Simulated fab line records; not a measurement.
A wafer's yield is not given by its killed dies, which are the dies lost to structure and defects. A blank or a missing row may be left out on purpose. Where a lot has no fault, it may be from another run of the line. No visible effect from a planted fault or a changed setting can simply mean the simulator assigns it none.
Split-lot experiment || flow berkeley cmos170 || route with 331 steps; 5 lots, 23 wafers read

== THE SPLIT ==
At UCB170_NWELL_IMPLANT_14, the setting dose cm2 was moved away from the recipe's 1e+13 on 6 of the 23 wafers read, by -3.9% to +7.2%. This setting was run at the recipe's value on the other wafers.

== FROM THE SPLIT ON TO THE READING: in between, the file shows 1 step ==
- UCB170_NWELL_STRIP_15: strips in O2

== THE READING ==
NWELL_TW, at UCB170_NWELL_TW_MEAS_16. Fault-free wafers of this fab line usually give 1238, standard deviation 8.2.

{"wafer": "L074.1", "tool, chamber at the split": "implanter-02, 0", "dose cm2 as run": 1e+13, "against the recipe": "recipe", "NWELL_TW": 1224, "against lot-mates on the recipe": "-"}
{"wafer": "L074.2", "tool, chamber at the split": "implanter-02, 0", "dose cm2 as run": 1e+13, "against the recipe": "recipe", "NWELL_TW": 1230, "against lot-mates on the recipe": "-"}
{"wafer": "L074.4", "tool, chamber at the split": "implanter-02, 0", "dose cm2 as run": 1e+13, "against the recipe": "recipe", "NWELL_TW": 1230, "against lot-mates on the recipe": "-"}
{"wafer": "L074.5", "tool, chamber at the split": "implanter-02, 0", "dose cm2 as run": 1e+13, "against the recipe": "recipe", "NWELL_TW": 1229, "against lot-mates on the recipe": "-"}
{"wafer": "L074.6", "tool, chamber at the split": "implanter-02, 0", "dose cm2 as run": 1e+13, "against the recipe": "recipe", "NWELL_TW": 1231, "against lot-mates on the recipe": "-"}
{"wafer": "L076.1", "tool, chamber at the split": "implanter-04, 0", "dose cm2 as run": 1e+13, "against the recipe": "recipe", "NWELL_TW": 1249, "against lot-mates on the recipe": "-"}
{"wafer": "L076.2", "tool, chamber at the split": "implanter-04, 0", "dose cm2 as run": 1e+13, "against the recipe": "recipe", "NWELL_TW": 1242, "against lot-mates on the recipe": "-"}
{"wafer": "L076.3", "tool, chamber at the split": "implanter-04, 0", "dose cm2 as run": 1.072e+13, "against the recipe": "+7.2%", "NWELL_TW": 1284, "against lot-mates on the recipe": "+37"}
{"wafer": "L076.4", "tool, chamber at the split": "implanter-04, 0", "dose cm2 as run": 1e+13, "against the recipe": "recipe", "NWELL_TW": 1249, "against lot-mates on the recipe": "-"}
{"wafer": "L076.6", "tool, chamber at the split": "implanter-04, 0", "dose cm2 as run": 1.072e+13, "against the recipe": "+7.2%", "NWELL_TW": 1275, "against lot-mates on the recipe": "+28"}
{"wafer": "L081.1", "tool, chamber at the split": "implanter-02, 0", "dose cm2 as run": 9.796e+12, "against the recipe": "-2.0%", "NWELL_TW": 1238, "against lot-mates on the recipe": -12}
{"wafer": "L081.2", "tool, chamber at the split": "implanter-02, 0", "dose cm2 as run": 1e+13, "against the recipe": "recipe", "NWELL_TW": 1249, "against lot-mates on the recipe": "-"}
{"wafer": "L081.3", "tool, chamber at the split": "implanter-02, 0", "dose cm2 as run": 9.796e+12, "against the recipe": "-2.0%", "NWELL_TW": 1237, "against lot-mates on the recipe": -13}
{"wafer": "L081.5", "tool, chamber at the split": "implanter-02, 0", "dose cm2 as run": 1e+13, "against the recipe": "recipe", "NWELL_TW": 1249, "against lot-mates on the recipe": "-"}
{"wafer": "L081.6", "tool, chamber at the split": "implanter-02, 0", "dose cm2 as run": 1e+13, "against the recipe": "recipe", "NWELL_TW": 1251, "against lot-mates on the recipe": "-"}
{"wafer": "L082.1", "tool, chamber at the split": "implanter-04, 0", "dose cm2 as run": 1e+13, "against the recipe": "recipe", "NWELL_TW": 1229, "against lot-mates on the recipe": "-"}
{"wafer": "L082.2", "tool, chamber at the split": "implanter-04, 0", "dose cm2 as run": 1e+13, "against the recipe": "recipe", "NWELL_TW": 1229, "against lot-mates on the recipe": "-"}
{"wafer": "L082.4", "tool, chamber at the split": "implanter-04, 0", "dose cm2 as run": 1e+13, "against the recipe": "recipe", "NWELL_TW": 1225, "against lot-mates on the recipe": "-"}
{"wafer": "L084.1", "tool, chamber at the split": "implanter-02, 0", "dose cm2 as run": 1e+13, "against the recipe": "recipe", "NWELL_TW": 1236, "against lot-mates on the recipe": "-"}
{"wafer": "L084.3", "tool, chamber at the split": "implanter-02, 0", "dose cm2 as run": 1e+13, "against the recipe": "recipe", "NWELL_TW": 1237, "against lot-mates on the recipe": "-"}
{"wafer": "L084.4", "tool, chamber at the split": "implanter-02, 0", "dose cm2 as run": 1e+13, "against the recipe": "recipe", "NWELL_TW": 1240, "against lot-mates on the recipe": "-"}
{"wafer": "L084.5", "tool, chamber at the split": "implanter-02, 0", "dose cm2 as run": 9.614e+12, "against the recipe": "-3.9%", "NWELL_TW": 1219, "against lot-mates on the recipe": -19}
{"wafer": "L084.6", "tool, chamber at the split": "implanter-02, 0", "dose cm2 as run": 9.614e+12, "against the recipe": "-3.9%", "NWELL_TW": 1215, "against lot-mates on the recipe": -23}

THE FIT
A straight line over all 23 wafers: NWELL_TW changes by +5.36 for each +1% of dose cm2; r = +0.84; the points scatter about the line by 9.1.
The same after taking each lot's own level away (the mean of its wafers on the recipe; 23 wafers): +4.82 for each +1%; r = +0.98; scatter 2.7.
The reading moves by 35 for the largest change in dose cm2, on that fit.
Measured against the standard deviation above, the lots' own levels, which go from 1227.7 to 1249.7, span 2.7 times it.
In other words, the slope is changed by the lot-to-lot level; the two fits disagree.
Check: for one of the wafers moved furthest among these (+7.2%), held out of the fit, the line's prediction against its lot-mates is +32.1. Against them it came out at +37.3.

== OTHER SPLITS APPLIED TO THESE WAFERS ==
Other splits were also applied to these wafers ahead of the reading. Each is held against what the fit with the lots' levels taken away leaves over:
{"other split on the same wafers": "UCB170_START_OXIDATION_02 temp c", "wafers away from the commonest value": 15, "r with NWELL_TW (lot level and that fit taken away)": -0.03}
{"other split on the same wafers": "UCB170_NWELL_COAT_07 spin rpm", "wafers away from the commonest value": 8, "r with NWELL_TW (lot level and that fit taken away)": "+0.03"}

== FILE'S OWN FIT ==
NWELL_TW changes by +4.77 for each +1% of dose cm2, r = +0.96.
